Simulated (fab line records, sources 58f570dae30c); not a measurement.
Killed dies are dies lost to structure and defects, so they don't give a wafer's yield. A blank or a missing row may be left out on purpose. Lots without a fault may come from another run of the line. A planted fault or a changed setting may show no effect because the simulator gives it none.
Tool commonality check | flow berkeley_cmos170 | 15 lots, 45 wafers sampled

WHY IT WAS OPENED
At UCB170_PSD_TW_MEAS_10 the reading PSD_TW is flagged on 3 of 15 lots. Wafers without a fault read 2330, standard deviation 12.
Rule: a lot is flagged when every wafer of it that has a number lies more than 4 standard deviations from that mean, or none has a number. The other lots count as sound.

lot  | measured     | on            | PSD_TW, wafer by wafer | flag
L361 | day 7 02:44  | film_metro-03 | 2345 2346 2327         |
L362 | day 7 02:53  | film_metro-02 | 2333 2329 2328         |
L366 | day 7 18:16  | film_metro-04 | 2350 2347 2350         |
L365 | day 7 18:34  | film_metro-02 | 2339 2324 2334         |
L367 | day 8 01:22  | film_metro-04 | 2317 2325 2314         |
L370 | day 9 02:15  | film_metro-02 | 2330 2332 2320         |
L371 | day 9 06:50  | film_metro-04 | 2330 2323 2343         |
L372 | day 9 07:04  | film_metro-02 | 2309 2326 2316         |
L373 | day 9 07:37  | film_metro-04 | 2334 2314 2317         |
L375 | day 9 22:43  | film_metro-03 | 2340 2356 2342         |
L374 | day 9 23:17  | film_metro-04 | 2327 2332 2344         |
L378 | day 10 17:54 | film_metro-02 | 1938 1924 1921         | FLAGGED
L379 | day 10 18:10 | film_metro-03 | 1942 1954 1932         | FLAGGED
L383 | day 10 22:08 | film_metro-02 | 2319 2318 2317         |
L382 | day 10 22:14 | film_metro-02 | 1923 1924 1925         | FLAGGED
The numbers of the flagged lots are 1931 on average: -399 against the usual, or -33 standard deviations.

WHICH TOOL RAN EACH LOT
The record holds 2 process steps before the reading, out of a route of 331 steps. In each cell: the tool, then ch and the chambers that the sampled wafers went through, then the start.
lot  | flag    | UCB170_PSD_IMPLANT_08           | UCB170_PSD_STRIP_09
L361 |         | implanter-02 ch 0, day 7 02:29  | plasma_asher-04 ch 0,1, day 7 02:38
L362 |         | implanter-03 ch 0, day 7 02:38  | plasma_asher-02 ch 0,1, day 7 02:47
L366 |         | implanter-03 ch 0, day 7 18:03  | plasma_asher-02 ch 0,1, day 7 18:11
L365 |         | implanter-02 ch 0, day 7 18:20  | plasma_asher-04 ch 0,1, day 7 18:28
L367 |         | implanter-04 ch 0, day 8 01:07  | plasma_asher-04 ch 0,1, day 8 01:16
L370 |         | implanter-04 ch 0, day 9 02:01  | plasma_asher-02 ch 0,1, day 9 02:08
L371 |         | implanter-04 ch 0, day 9 06:35  | plasma_asher-04 ch 0,1, day 9 06:43
L372 |         | implanter-03 ch 0, day 9 06:49  | plasma_asher-03 ch 0,1, day 9 06:58
L373 |         | implanter-02 ch 0, day 9 07:22  | plasma_asher-04 ch 0,1, day 9 07:31
L375 |         | implanter-03 ch 0, day 9 22:28  | plasma_asher-04 ch 1, day 9 22:37
L374 |         | implanter-03 ch 0, day 9 23:03  | plasma_asher-02 ch 0,1, day 9 23:10
L378 | FLAGGED | implanter-03 ch 0, day 10 17:40 | plasma_asher-03 ch 0,1, day 10 17:47
L379 | FLAGGED | implanter-03 ch 0, day 10 17:55 | plasma_asher-03 ch 0,1, day 10 18:04
L383 |         | implanter-04 ch 0, day 10 21:52 | plasma_asher-02 ch 0,1, day 10 22:01
L382 | FLAGGED | implanter-03 ch 0, day 10 21:59 | plasma_asher-03 ch 0,1, day 10 22:08
What these steps do:
- UCB170_PSD_IMPLANT_08
- UCB170_PSD_STRIP_09: strips in O2.
- UCB170_PSD_TW_MEAS_10

FLAGGED OVER TOTAL, TOOL BY TOOL (the gauges that took the reading come last)
step                  | tool            | lots run | flagged | share of the flagged lots | sound lots run after its first flagged lot
UCB170_PSD_IMPLANT_08 | implanter-02    | 3        | 0       | none                      | -
UCB170_PSD_IMPLANT_08 | implanter-03    | 8        | 3       | all                       | 0
UCB170_PSD_IMPLANT_08 | implanter-04    | 4        | 0       | none                      | -
UCB170_PSD_STRIP_09   | plasma_asher-02 | 5        | 0       | none                      | -
UCB170_PSD_STRIP_09   | plasma_asher-03 | 4        | 3       | all                       | 0
UCB170_PSD_STRIP_09   | plasma_asher-04 | 6        | 0       | none                      | -
UCB170_PSD_TW_MEAS_10 | film_metro-02   | 7        | 2       | some                      | 1 (L383)
UCB170_PSD_TW_MEAS_10 | film_metro-03   | 3        | 1       | some                      | 0
UCB170_PSD_TW_MEAS_10 | film_metro-04   | 5        | 0       | none                      | -

WHAT THE TABLE ALLOWS
2 rows of the table ran every flagged lot: implanter-03 at UCB170_PSD_IMPLANT_08, plasma_asher-03 at UCB170_PSD_STRIP_09.
- implanter-03 at UCB170_PSD_IMPLANT_08: 3 of its 8 lots flagged. Its last sound lot is L374 (day 9 23:03), its first flagged lot L378 (day 10 17:40): a fault that began between those two fits. Its own readings lie more than 4 standard deviations out on every wafer of the flagged lots: dose_ions_cm2, end_station_pressure_torr, faraday_current_uA.
- plasma_asher-03 at UCB170_PSD_STRIP_09: 3 of its 4 lots flagged. Its last sound lot is L372 (day 9 06:58), its first flagged lot L378 (day 10 17:47): a fault that began between those two fits. Its own readings lie more than 4 standard deviations out on every wafer of the flagged lots: oes_product_au, strip_time_to_endpoint_s.
Counting lots can't tell these 2 tools apart, because each fits a fault that began at some hour. More lots, or a look at what each step does to the wafer, might.

WHAT THE SIMULATOR HAD PUT IN
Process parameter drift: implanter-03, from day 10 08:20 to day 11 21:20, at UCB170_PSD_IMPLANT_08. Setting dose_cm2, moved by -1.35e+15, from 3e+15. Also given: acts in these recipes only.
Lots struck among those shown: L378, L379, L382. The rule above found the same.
